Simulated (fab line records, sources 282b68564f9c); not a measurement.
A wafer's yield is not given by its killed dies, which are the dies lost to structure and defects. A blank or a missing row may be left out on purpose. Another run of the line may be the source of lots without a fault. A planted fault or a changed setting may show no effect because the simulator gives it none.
Struck lot and sound lot, side by side | flow rit-cmos | 14 out of 202 route steps
Sound: these wafers, L324.3, L324.4, L324.5. The struck wafers were L331.2, L331.4, L331.5. The cause comes at the end.
At each step with rows: each side's tool, then ch and its chambers, then its first start. Under that, the readings that differ: sound wafers | struck wafers | difference of the means | sigmas: that difference in standard deviations of wafers without a fault.
alike: readings with means less than 2 such deviations apart, plus words and numbers identical on both sides. not compared: withheld readings, readings lacking a value on some wafer, bounds such as >300 that could conceal the same value, and numbers that have no deviation in the record and whose values overlap.
The two part at a step that has a row with sigmas, a row that says differs or no value, or rows on one side only. Numbers that have no deviation but don't overlap get no sigmas and don't part them. A reading that every wafer of one side lacks parts them only if that side has two wafers or more.

first, 2 steps without rows for these wafers: RIT_NRETRO_PEB_04; RIT_NRETRO_DEVELOP_05 (develop time 68 s).
RIT_NRETRO_OVL_MEAS_06:
  sound on overlay-01, day 4 04:26; struck on overlay-01, day 5 17:28
  reading         | sound       | struck         | difference | sigmas
  NRETRO_OVL (nm) | 1.7 0.9 1.2 | -2.3 -1.8 -1.0 | -3.0       | -2
then, 2 steps without rows for these wafers: RIT_NRETRO_HARDBAKE_07 (time 120 s); RIT_NRETRO_IMPLANT_08.
RIT_NRETRO_STRIP_09: strips in O2, time 180 s.
  sound on plasma-asher-01 ch 0,1, day 4 04:55; struck on plasma-asher-03 ch 1, day 5 17:53
  alike: drypump-motor-current-A
  not compared: rf-hours-counter-h
RIT_NRETRO_TW_MEAS_10:
  sound on film-metro-02, day 4 05:04; struck on film-metro-03, day 5 18:05
  alike: NRETRO_TW
then, 5 steps without rows for these wafers: RIT_PRETRO_HMDS_00 (prime time 60 s); RIT_PRETRO_COAT_01 (resist thk 1300 nm); RIT_PRETRO_SOFTBAKE_02 (time 60 s); RIT_PRETRO_EXPOSE_03 (exposes mask M5, target cd 43700 nm); RIT_PRETRO_PEB_04.
RIT_PRETRO_DEVELOP_05: develop time 68 s.
  struck on litho-track-03, day 5 19:00; sound on litho-track-04 ch 0, day 4 05:00
  no value came back on the struck wafers for chill-plate-temp-C (C), develop-time-s (s); on the sound wafers chill-plate-temp-C (C) reads 22.99 22.95 22.91
RIT_PRETRO_OVL_MEAS_06:
  sound on overlay-01, day 4 05:59; struck on overlay-02, day 5 19:22
  reading         | sound        | struck | difference                    | sigmas
  PRETRO_OVL (nm) | 1.5 1.2 -0.9 | - - -  | no value on the struck wafers |

WHERE THEY PART
Last at RIT_PRETRO_OVL_MEAS_06 as far as this record goes, first at RIT_NRETRO_OVL_MEAS_06.

WHY: what had been put in by the simulator
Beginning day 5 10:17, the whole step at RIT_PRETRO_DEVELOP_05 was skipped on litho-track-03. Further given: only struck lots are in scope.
